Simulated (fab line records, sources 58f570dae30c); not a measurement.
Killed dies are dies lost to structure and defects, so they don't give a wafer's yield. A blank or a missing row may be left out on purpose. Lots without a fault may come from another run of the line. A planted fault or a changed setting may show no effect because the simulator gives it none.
The same fault as seen by 2 desks + flow berkeley_cmos170 + each desk has only its own numbers; what lay behind them comes last

== AT THE TOOL OWNER'S DESK: pvd_sputter-01 ==
The tool's own readings at UCB170_M2_SPUTTER_01 (material Al, target thk 900 nm, time 120 s): means of the sampled wafers that have a number, for each lot that ran on this tool. The brackets show how far a lot's mean lies from the usual mean; more than 4 standard deviations puts the lot out of limits, marked OUT.
Columns: A = throttle_valve_pct at UCB170_M2_SPUTTER_01, usual 30.3 %
| lot  | first seen here | A    |
|------|-----------------|------|
| L342 | day 8 04:40     | 30.7 |
| L346 | day 8 22:26     | 30.8 |
| L350 | day 9 06:52     | 30.4 |
| L348 | day 9 07:28     | 30.4 |
| L355 | day 10 19:27    | 31.6 |
This desk's verdict: no lot among the 5 shows anything out of limits.

== METROLOGY DESK ==
Lot by lot, what the gauges showed, no matter which tool ran the lot: averages of those sampled wafers that carry a number. The brackets show how far a lot's mean lies from the usual mean; more than 4 standard deviations puts the lot out of limits, marked OUT.
Columns: A = FIELD_OXIDE_LEFT_1_THK at UCB170_FIELD_THK_MEAS_90, usual 449 nm; B = cd_nm at UCB170_GATE_CD_MEAS_90, usual 350.1 nm; C = M2_AL_RS at UCB170_M2_RS_MEAS_02, usual 0.0324 ohm/sq; D = M2_AL_THK at UCB170_M2_THK_MEAS_03, usual 894 nm; E = cd_nm at UCB170_M2_CD_MEAS_15, usual 699.9 nm
| lot  | first seen here | A   | B     | C                | D              | E     |
|------|-----------------|-----|-------|------------------|----------------|-------|
| L341 | day 5 12:20     | 459 | 349.0 | 0.0328           | 879            | 699.6 |
| L342 | day 6 00:52     | 456 | 349.3 | 0.0327           | 900            | 699.8 |
| L343 | day 6 00:53     | 468 | 349.1 | 0.0327           | 903            | 698.9 |
| L345 | day 6 12:02     | 466 | 351.8 | 0.0329           | 869            | 701.3 |
| L346 | day 6 12:02     | 456 | 350.1 | 0.0323           | 884            | 698.9 |
| L349 | day 6 17:24     | 454 | 350.2 | 0.0329           | 890            | 699.9 |
| L350 | day 6 17:25     | 466 | 348.0 | 0.0325           | 881            | 700.9 |
| L347 | day 6 17:28     | 456 | 349.4 | 0.0320           | 894            | 700.7 |
| L348 | day 6 17:28     | 452 | 348.0 | 0.0222 (-27) OUT | 1284 (+28) OUT | 700.6 |
| L352 | day 7 06:51     | 462 | 352.4 | 0.0324           | 882            | 700.0 |
| L358 | day 8 00:24     | 452 | 350.7 | 0.0324           | 885            | 698.6 |
| L355 | day 8 00:25     | 448 | 350.7 | 0.0220 (-27) OUT | 1300 (+29) OUT | 699.0 |
| L361 | day 8 23:02     | 444 | 350.0 | 0.0320           | 898            | 701.8 |
| L362 | day 8 23:02     | 439 | 353.5 | 0.0319           | 913            | 699.4 |
Per this desk, out of limits: L348, L355; the first was L348, day 9 07:34 (M2_AL_RS at UCB170_M2_RS_MEAS_02). L341, L342, L343, L345, L346, L349, L350, L347, L352, L358, L361, L362: within limits.

== PUT TOGETHER ==
Metrology desk: alarm possible at day 9 07:34 on L348, L355.
Nothing out of limits was seen by the tool owner's desk.
Tool owner's desk: L348, L355 on record, inside its limits.
Every lot named ran UCB170_M2_SPUTTER_01 on pvd_sputter-01.

== WHAT THE SIMULATOR HAD INSERTED ==
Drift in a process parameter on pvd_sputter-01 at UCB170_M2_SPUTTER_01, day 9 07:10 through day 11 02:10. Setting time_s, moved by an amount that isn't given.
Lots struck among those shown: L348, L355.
Delay in hours, fault start to first out-of-limits reading, per desk: metrology desk 0.
